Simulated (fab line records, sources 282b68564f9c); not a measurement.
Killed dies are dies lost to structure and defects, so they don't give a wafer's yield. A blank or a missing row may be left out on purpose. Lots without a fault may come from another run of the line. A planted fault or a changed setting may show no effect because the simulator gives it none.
Which tool did it? | flow rit_cmos | 13 lots, 39 wafers sampled, at 6 steps of a route of 202

WHAT THE GAUGES READ, wafer by wafer
RIT_ACTIVE_CD_MEAS_11: target cd 1400 nm.
lot  | measured    | on        | cd_nm (nm)
L573 | day 1 14:36 | cd_sem-01 | 1402.1 1401.5 1402.1
L574 | day 1 22:20 | cd_sem-02 | 1400.6 1400.6 1402.8
L575 | day 2 04:55 | cd_sem-01 | 1399.8 1400.3 1400.3
L577 | day 2 11:37 | cd_sem-01 | 1403.1 1400.8 1402.1
L578 | day 2 18:54 | cd_sem-02 | 1396.5 1401.2 1398.8
L579 | day 2 22:28 | cd_sem-02 | 1401.3 1402.3 1401.1
L588 | day 4 21:10 | cd_sem-02 | 1403.1 1404.9 1402.6
L589 | day 5 02:35 | cd_sem-02 | 1399.2 1402.4 1402.0
L591 | day 5 13:52 | cd_sem-02 | 1399.4 1398.7 1399.3
L593 | day 5 21:22 | cd_sem-02 | 1399.7 1397.0 1398.7
L594 | day 6 04:22 | cd_sem-02 | 1407.6 1404.9 1405.8
L595 | day 6 09:59 | cd_sem-01 | 1399.4 1402.2 1401.5
L596 | day 6 12:09 | cd_sem-02 | 1401.1 1399.5 1398.6

RIT_PWELL_OVL_MEAS_06.
lot  | measured    | on         | PWELL_OVL (nm)
L573 | day 2 05:53 | overlay-01 | -0.3 -0.4 1.4
L574 | day 2 10:05 | overlay-01 | -1.4 0.1 -0.6
L575 | day 2 14:20 | overlay-01 | -0.3 -1.9 -1.6
L577 | day 2 21:04 | overlay-01 | 2.2 0.7 0.8
L578 | day 3 04:46 | overlay-02 | 1.8 1.1 2.3
L579 | day 3 10:31 | overlay-02 | - - -
L588 | day 5 13:02 | overlay-01 | 1.7 0.2 0.2
L589 | day 5 17:41 | overlay-01 | -1.3 -1.1 0.2
L591 | day 6 03:17 | overlay-01 | 1.5 1.4 1.5
L593 | day 6 13:42 | overlay-02 | 2.9 3.2 3.1
L594 | day 6 19:20 | overlay-01 | 1.0 0.0 -1.2
L595 | day 6 19:34 | overlay-02 | 2.4 0.9 1.7
L596 | day 6 19:53 | overlay-02 | -1.0 0.8 1.8

RIT_PWELL_TW_MEAS_10.
lot  | measured    | on            | PWELL_TW
L573 | day 2 06:30 | film_metro-01 | 959 956 960
L574 | day 2 10:41 | film_metro-03 | 963 958 960
L575 | day 2 14:57 | film_metro-04 | 975 969 967
L577 | day 2 21:41 | film_metro-01 | 959 964 965
L578 | day 3 05:26 | film_metro-03 | 971 968 963
L579 | day 3 11:07 | film_metro-03 | 30 30 30
L588 | day 5 13:38 | film_metro-03 | 955 958 955
L589 | day 5 18:17 | film_metro-03 | 963 960 960
L591 | day 6 03:53 | film_metro-04 | 964 960 966
L593 | day 6 14:19 | film_metro-01 | 960 960 954
L594 | day 6 19:58 | film_metro-03 | 955 957 956
L595 | day 6 20:11 | film_metro-01 | 966 959 955
L596 | day 6 20:37 | film_metro-04 | 966 965 971

RIT_PSD_OVL_MEAS_06.
lot  | measured    | on         | PSD_OVL (nm)
L573 | day 3 11:38 | overlay-01 | -5.4 -3.0 -3.8
L574 | day 3 17:17 | overlay-01 | 0.3 -2.2 -0.6
L575 | day 3 21:07 | overlay-01 | -0.4 -2.7 0.3
L577 | day 4 06:25 | overlay-02 | -1.1 -3.2 -1.2
L578 | day 4 17:10 | overlay-02 | -1.6 -0.5 -1.1
L579 | day 5 01:08 | overlay-01 | -4.3 -0.9 -1.6
L588 | day 7 03:57 | overlay-02 | -0.5 -1.1 -0.5
L589 | day 7 13:16 | overlay-02 | 1.2 0.3 0.6
L591 | day 7 13:43 | overlay-01 | -0.2 -1.5 -2.2
L593 | day 7 21:57 | overlay-01 | -1.9 -2.9 -1.7
L594 | day 8 01:01 | overlay-01 | -1.3 -0.8 -2.5
L595 | day 8 02:35 | overlay-02 | -0.7 -1.8 -3.1
L596 | day 8 05:31 | overlay-01 | -0.8 0.1 0.3

RIT_M1_OVL_MEAS_10.
lot  | measured    | on         | M1_OVL (nm)
L573 | day 3 17:49 | overlay-02 | 0.0 -0.7 -0.4
L574 | day 3 23:15 | overlay-01 | -2.6 -3.2 -2.1
L575 | day 4 02:58 | overlay-01 | 1.5 -0.2 0.0
L577 | day 4 12:56 | overlay-02 | 0.3 -0.9 0.0
L578 | day 4 23:02 | overlay-01 | -0.3 -1.7 0.1
L579 | day 5 07:08 | overlay-02 | 2.0 1.3 0.7
L588 | day 7 09:57 | overlay-02 | -1.4 0.5 -2.4
L589 | day 7 19:53 | overlay-02 | -0.3 -0.6 -2.1
L591 | day 7 20:12 | overlay-01 | 0.3 0.1 1.9
L593 | day 8 04:28 | overlay-02 | -0.2 0.8 0.8
L594 | day 8 07:10 | overlay-02 | -1.1 -0.6 1.8
L595 | day 8 08:29 | overlay-02 | 0.4 1.0 1.9
L596 | day 8 11:44 | overlay-02 | 0.6 0.3 0.4

WHICH TOOL RAN EACH LOT (tool, then ch and the chambers of the sampled wafers, then the start)
lot  | RIT_PWELL_EXPOSE_03
L573 | iline_stepper-01 ch 0, day 2 05:29
L574 | iline_stepper-02 ch 0, day 2 09:39
L575 | iline_stepper-02 ch 0, day 2 13:55
L577 | iline_stepper-02 ch 0, day 2 20:39
L578 | iline_stepper-01 ch 0, day 3 04:22
L579 | iline_stepper-02 ch 0, day 3 10:01
L588 | iline_stepper-02 ch 0, day 5 12:36
L589 | iline_stepper-02 ch 0, day 5 17:15
L591 | iline_stepper-02 ch 0, day 6 02:51
L593 | iline_stepper-02 ch 0, day 6 13:16
L594 | iline_stepper-01 ch 0, day 6 18:55
L595 | iline_stepper-01 ch 0, day 6 19:08
L596 | iline_stepper-01 ch 0, day 6 19:17
- RIT_PWELL_EXPOSE_03: exposes mask M3, target cd 43700 nm.

WHAT THE TOOLS THEMSELVES READ (means of the sampled wafers that have a number; where no wafer has one, the mark that the record gives instead)
RIT_PWELL_EXPOSE_03.
lot  | tool             | stage_vel_mm_s (mm/s)
L573 | iline_stepper-01 | 500.24
L574 | iline_stepper-02 | 499.67
L575 | iline_stepper-02 | 499.94
L577 | iline_stepper-02 | 500.08
L578 | iline_stepper-01 | 500.03
L579 | iline_stepper-02 | 500.39
L588 | iline_stepper-02 | 499.99
L589 | iline_stepper-02 | 499.86
L591 | iline_stepper-02 | 499.83
L593 | iline_stepper-02 | 500.07
L594 | iline_stepper-01 | 499.92
L595 | iline_stepper-01 | 500.23
L596 | iline_stepper-01 | 500.00

THE ANSWER, worked out from the rows above alone
Rule: what is usual is taken from the lots themselves. Put in order of their means at a reading, lots are off if they are a third of the lots or fewer, leave a main group of 4 or more, and stand apart from it by a gap of 3 or more times the standard deviation of the main group's means; of several such gaps the widest counts. A main group whose means are all the same, to the digits that the tables above print for the reading, isn't used. A lot without any number at a reading at which 4 lots or more have one is off too. The other lots that the step has rows for count as sound. The gauges are gone through in route order, then the tools' own readings, and for those a lot's mean is taken as printed above. The first step at which some lot is off is used, and at that step the reading that is off furthest; a lot without a number counts as furthest.
Off: L579, at RIT_PWELL_OVL_MEAS_06 (PWELL_OVL). Without a number there: L579. The main group: mean 0.7 nm, standard deviation 1.2.
A tool fits if, at a process step before that reading, it ran every lot that is off, and no sound lot after the first of them. The gauges at RIT_PWELL_OVL_MEAS_06 aren't tried: what is off there is off at RIT_PWELL_TW_MEAS_10 too, on other tools, and a gauge's error can't cause that. None of those tried fits.

WHAT THE SIMULATOR HAD PUT IN
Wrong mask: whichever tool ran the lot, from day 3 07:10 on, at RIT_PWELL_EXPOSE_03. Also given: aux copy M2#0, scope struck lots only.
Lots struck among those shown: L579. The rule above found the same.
